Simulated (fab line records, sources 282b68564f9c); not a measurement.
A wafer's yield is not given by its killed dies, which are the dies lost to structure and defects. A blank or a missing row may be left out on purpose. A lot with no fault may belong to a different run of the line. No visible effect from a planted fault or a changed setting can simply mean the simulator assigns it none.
Comparing a struck lot with a sound one ; flow rit_cmos ; 21 out of 202 route steps
Sound: these wafers, L287.3, L287.5, L287.6. Wafers struck: L282.1, L282.2, L282.3. The cause is named last.
Per side, at each step with rows, come the tool, then ch with its chambers, and then its first start. Under that, the readings that differ: sound wafers ; struck wafers ; difference of the means ; sigmas: that difference in standard deviations of wafers without a fault.
alike: readings whose means differ by less than 2 such deviations, and words and numbers that are the same on both sides. not compared: withheld readings, readings that some wafer has no value for, bounds like >300 that may hide the same value, and numbers for which the record gives no deviation and whose values overlap.
Wherever a step has rows on one side only, a row that says differs or no value, or a row with sigmas, the two part there. Non-overlapping numbers with no deviation appear without sigmas and do not part them. A reading that every wafer of one side lacks parts them only if that side has two wafers or more.

first, 6 steps without rows for these wafers: RIT_NRETRO_HMDS_00 (prime time 60 s); RIT_NRETRO_COAT_01 (resist thk 1300 nm); RIT_NRETRO_SOFTBAKE_02 (time 60 s); RIT_NRETRO_EXPOSE_03 (exposes mask M4, target cd 43900 nm); RIT_NRETRO_PEB_04; RIT_NRETRO_DEVELOP_05 (develop time 68 s).
RIT_NRETRO_OVL_MEAS_06:
  sound on overlay-01 at day 6 00:13; struck on overlay-02 at day 5 04:00
  alike: NRETRO_OVL
then, 2 steps without rows for these wafers: RIT_NRETRO_HARDBAKE_07 (time 120 s); RIT_NRETRO_IMPLANT_08.
RIT_NRETRO_STRIP_09: strips in O2, time 180 s.
  sound on plasma_asher-03 ch 0,1, day 6 00:41; struck on plasma_asher-03 ch 0,1, day 5 04:26
  alike: drypump_motor_current_A
  not compared: rf_hours_counter_h
RIT_NRETRO_TW_MEAS_10:
  sound on film_metro-03 at day 6 00:50; struck on film_metro-01 at day 5 04:37
  alike: NRETRO_TW
then, 1 step without rows for these wafers: RIT_PRETRO_HMDS_00 (prime time 60 s).
RIT_PRETRO_COAT_01: resist thk 1300 nm.
  sound on litho_track-02 ch 0, day 6 01:04; struck on litho_track-01 ch 0, day 5 04:51
reading;sound;struck;difference;sigmas
spin_speed_rpm (rpm);2001.0 2000.9 2000.7;1828.9 1830.5 1830.6;-170.9;-99 or more
model.NOVOLAK_of_PRETRO_COAT_01.thk_nm (nm);1303 1306 1303;1357 1360 1358;+54;
then, 4 steps without rows for these wafers: RIT_PRETRO_SOFTBAKE_02 (time 60 s); RIT_PRETRO_EXPOSE_03 (exposes mask M5, target cd 43700 nm); RIT_PRETRO_PEB_04; RIT_PRETRO_DEVELOP_05 (develop time 68 s).
RIT_PRETRO_OVL_MEAS_06:
  sound on overlay-01 at day 6 01:46; struck on overlay-02 at day 5 05:42
reading;sound;struck;difference;sigmas
PRETRO_OVL (nm);1.8 -0.3 0.3;-2.3 -3.3 -3.3;-3.6;-2
RIT_PRETRO_HARDBAKE_07: time 120 s.
  sound on litho_track-04 ch 0, day 6 01:52; struck on litho_track-02 ch 0, day 5 05:44
reading;sound;struck;difference;sigmas
model.NOVOLAK_of_PRETRO_COAT_01.thk_nm (nm);1139 1142 1140;1186 1188 1187;+47;
then, 2 steps without rows for these wafers: RIT_PRETRO_IMPLANT_08; RIT_M1_PROBE_99.

WHERE THEY PART
At RIT_PRETRO_COAT_01 first; at RIT_PRETRO_OVL_MEAS_06 last (within this record only).

WHY: what the simulator had put in
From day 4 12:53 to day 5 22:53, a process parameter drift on litho_track-01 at RIT_PRETRO_COAT_01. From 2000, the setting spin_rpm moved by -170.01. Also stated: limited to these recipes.
